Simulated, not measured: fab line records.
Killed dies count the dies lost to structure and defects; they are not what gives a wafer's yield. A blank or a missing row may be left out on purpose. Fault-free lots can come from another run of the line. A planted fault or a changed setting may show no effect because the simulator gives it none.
Split-lot experiment || flow rit_cmos || 23 wafers read from 5 lots, route of 202 steps

== THE SPLIT ITSELF ==
At RIT_PWELL_IMPLANT_08, the setting dose_cm2 was moved away from the recipe's 7e+13 on 7 of the 23 wafers read, by -3.1% to +4.8%. This setting was run at the recipe's value on the other wafers.

== FROM THE SPLIT TO THE READING: what the file shows between them, 3 steps ==
- RIT_PWELL_STRIP_09: strips in O2, time 180 s
- RIT_PWELL_TW_MEAS_10
- RIT_WELLDRIVE_ANNEAL_00: time 14700 s

== THE READING ==
PWELL_RS in ohm/sq, measured at RIT_WELLDRIVE_RS_MEAS_02 by four-point-probe. Typical for fault-free wafers on this fab line: 430.0 ohm/sq, with standard deviation 1.3 ohm/sq.

{"wafer": "L076.1", "tool, chamber at the split": "implanter-02, 0", "dose_cm2 as run": 7e+13, "against the recipe": "recipe", "PWELL_RS, ohm/sq": 428.8, "against lot-mates on the recipe": "-"}
{"wafer": "L076.2", "tool, chamber at the split": "implanter-02, 0", "dose_cm2 as run": 7.19e+13, "against the recipe": "+2.7%", "PWELL_RS, ohm/sq": 421.2, "against lot-mates on the recipe": -8.3}
{"wafer": "L076.4", "tool, chamber at the split": "implanter-02, 0", "dose_cm2 as run": 7.19e+13, "against the recipe": "+2.7%", "PWELL_RS, ohm/sq": 422.4, "against lot-mates on the recipe": -7.1}
{"wafer": "L076.5", "tool, chamber at the split": "implanter-02, 0", "dose_cm2 as run": 7e+13, "against the recipe": "recipe", "PWELL_RS, ohm/sq": 430.2, "against lot-mates on the recipe": "-"}
{"wafer": "L076.6", "tool, chamber at the split": "implanter-02, 0", "dose_cm2 as run": 7.19e+13, "against the recipe": "+2.7%", "PWELL_RS, ohm/sq": 422.7, "against lot-mates on the recipe": -6.8}
{"wafer": "L078.1", "tool, chamber at the split": "implanter-01, 0", "dose_cm2 as run": 6.783e+13, "against the recipe": "-3.1%", "PWELL_RS, ohm/sq": 440.1, "against lot-mates on the recipe": "+9.5"}
{"wafer": "L078.2", "tool, chamber at the split": "implanter-01, 0", "dose_cm2 as run": 7e+13, "against the recipe": "recipe", "PWELL_RS, ohm/sq": 430.8, "against lot-mates on the recipe": "-"}
{"wafer": "L078.3", "tool, chamber at the split": "implanter-01, 0", "dose_cm2 as run": 6.783e+13, "against the recipe": "-3.1%", "PWELL_RS, ohm/sq": 439.0, "against lot-mates on the recipe": "+8.4"}
{"wafer": "L078.5", "tool, chamber at the split": "implanter-01, 0", "dose_cm2 as run": 7e+13, "against the recipe": "recipe", "PWELL_RS, ohm/sq": 430.6, "against lot-mates on the recipe": "-"}
{"wafer": "L078.6", "tool, chamber at the split": "implanter-01, 0", "dose_cm2 as run": 7e+13, "against the recipe": "recipe", "PWELL_RS, ohm/sq": 430.3, "against lot-mates on the recipe": "-"}
{"wafer": "L079.1", "tool, chamber at the split": "implanter-02, 0", "dose_cm2 as run": 7e+13, "against the recipe": "recipe", "PWELL_RS, ohm/sq": 429.9, "against lot-mates on the recipe": "-"}
{"wafer": "L079.2", "tool, chamber at the split": "implanter-02, 0", "dose_cm2 as run": 7e+13, "against the recipe": "recipe", "PWELL_RS, ohm/sq": 430.4, "against lot-mates on the recipe": "-"}
{"wafer": "L079.6", "tool, chamber at the split": "implanter-02, 0", "dose_cm2 as run": 7e+13, "against the recipe": "recipe", "PWELL_RS, ohm/sq": 430.8, "against lot-mates on the recipe": "-"}
{"wafer": "L080.1", "tool, chamber at the split": "implanter-04, 0", "dose_cm2 as run": 7e+13, "against the recipe": "recipe", "PWELL_RS, ohm/sq": 430.8, "against lot-mates on the recipe": "-"}
{"wafer": "L080.2", "tool, chamber at the split": "implanter-04, 0", "dose_cm2 as run": 7e+13, "against the recipe": "recipe", "PWELL_RS, ohm/sq": 430.4, "against lot-mates on the recipe": "-"}
{"wafer": "L080.4", "tool, chamber at the split": "implanter-04, 0", "dose_cm2 as run": 7e+13, "against the recipe": "recipe", "PWELL_RS, ohm/sq": 431.3, "against lot-mates on the recipe": "-"}
{"wafer": "L080.5", "tool, chamber at the split": "implanter-04, 0", "dose_cm2 as run": 7e+13, "against the recipe": "recipe", "PWELL_RS, ohm/sq": 430.2, "against lot-mates on the recipe": "-"}
{"wafer": "L080.6", "tool, chamber at the split": "implanter-04, 0", "dose_cm2 as run": 7e+13, "against the recipe": "recipe", "PWELL_RS, ohm/sq": 430.7, "against lot-mates on the recipe": "-"}
{"wafer": "L082.1", "tool, chamber at the split": "implanter-01, 0", "dose_cm2 as run": 7e+13, "against the recipe": "recipe", "PWELL_RS, ohm/sq": 429.3, "against lot-mates on the recipe": "-"}
{"wafer": "L082.2", "tool, chamber at the split": "implanter-01, 0", "dose_cm2 as run": 7e+13, "against the recipe": "recipe", "PWELL_RS, ohm/sq": 430.1, "against lot-mates on the recipe": "-"}
{"wafer": "L082.3", "tool, chamber at the split": "implanter-01, 0", "dose_cm2 as run": 7.335e+13, "against the recipe": "+4.8%", "PWELL_RS, ohm/sq": 416.3, "against lot-mates on the recipe": -13.6}
{"wafer": "L082.4", "tool, chamber at the split": "implanter-01, 0", "dose_cm2 as run": 7e+13, "against the recipe": "recipe", "PWELL_RS, ohm/sq": 430.2, "against lot-mates on the recipe": "-"}
{"wafer": "L082.6", "tool, chamber at the split": "implanter-01, 0", "dose_cm2 as run": 7.335e+13, "against the recipe": "+4.8%", "PWELL_RS, ohm/sq": 417.1, "against lot-mates on the recipe": -12.8}

THE FIT
A straight line over all 23 wafers: PWELL_RS changes by -2.92 ohm/sq for each +1% of dose_cm2; r = -0.99; the points scatter about the line by 0.63 ohm/sq.
The same after taking each lot's own level away (the mean of its wafers on the recipe; 23 wafers): -2.79 ohm/sq for each +1%; r = -1.00; scatter 0.5 ohm/sq.
According to that fit, moving dose_cm2 by its largest amount changes the reading by 13 ohm/sq.
Across the lots, their own levels run from 429.50 to 430.68 ohm/sq, a range of 0.9 times the standard deviation given above.
The two slopes are in agreement: the lot-to-lot level therefore moves the slope only a little.
Check: -13.2 ohm/sq against its lot-mates is what the line predicts for one of the wafers moved furthest among these (+4.8%) when that wafer is left out of the fit. Against them it came out at -13.6 ohm/sq.

== ADDITIONAL SPLITS CARRIED BY THESE WAFERS ==
Note: prior to the reading, these wafers also went through further splits. Each is held against what the fit with the lots' levels taken away leaves over:
{"other split on the same wafers": "RIT_ACTIVE_CVD_03 pressure_mtorr", "wafers away from the commonest value": 15, "r with PWELL_RS (lot level and that fit taken away)": "+0.02"}
{"other split on the same wafers": "RIT_ACTIVE_DEVELOP_10 dev_temp_c", "wafers away from the commonest value": 6, "r with PWELL_RS (lot level and that fit taken away)": "+0.03"}
{"other split on the same wafers": "RIT_FOX2_OXIDATION_00 ox_time_s", "wafers away from the commonest value": 10, "r with PWELL_RS (lot level and that fit taken away)": "+0.02"}
{"other split on the same wafers": "RIT_PWELL_COAT_01 spin_rpm", "wafers away from the commonest value": 11, "r with PWELL_RS (lot level and that fit taken away)": "+0.14"}

== THE WHOLE CHAIN: every reading that the file lists as answering this split, in the file's order ==
{"step": "RIT_PWELL_TW_MEAS_10", "what it does": "", "reading": "PWELL_TW", "change (the file's fit)": "+3.56 for each +1% of the setting", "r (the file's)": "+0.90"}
{"step": "RIT_WELLDRIVE_RS_MEAS_02", "what it does": "measures by four-point-probe", "reading": "PWELL_RS", "change (the file's fit)": "-2.79 for each +1% of the setting", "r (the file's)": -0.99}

== FILE'S OWN FIT ==
PWELL_RS changes by -2.79 ohm/sq for each +1% of dose_cm2, r = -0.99.
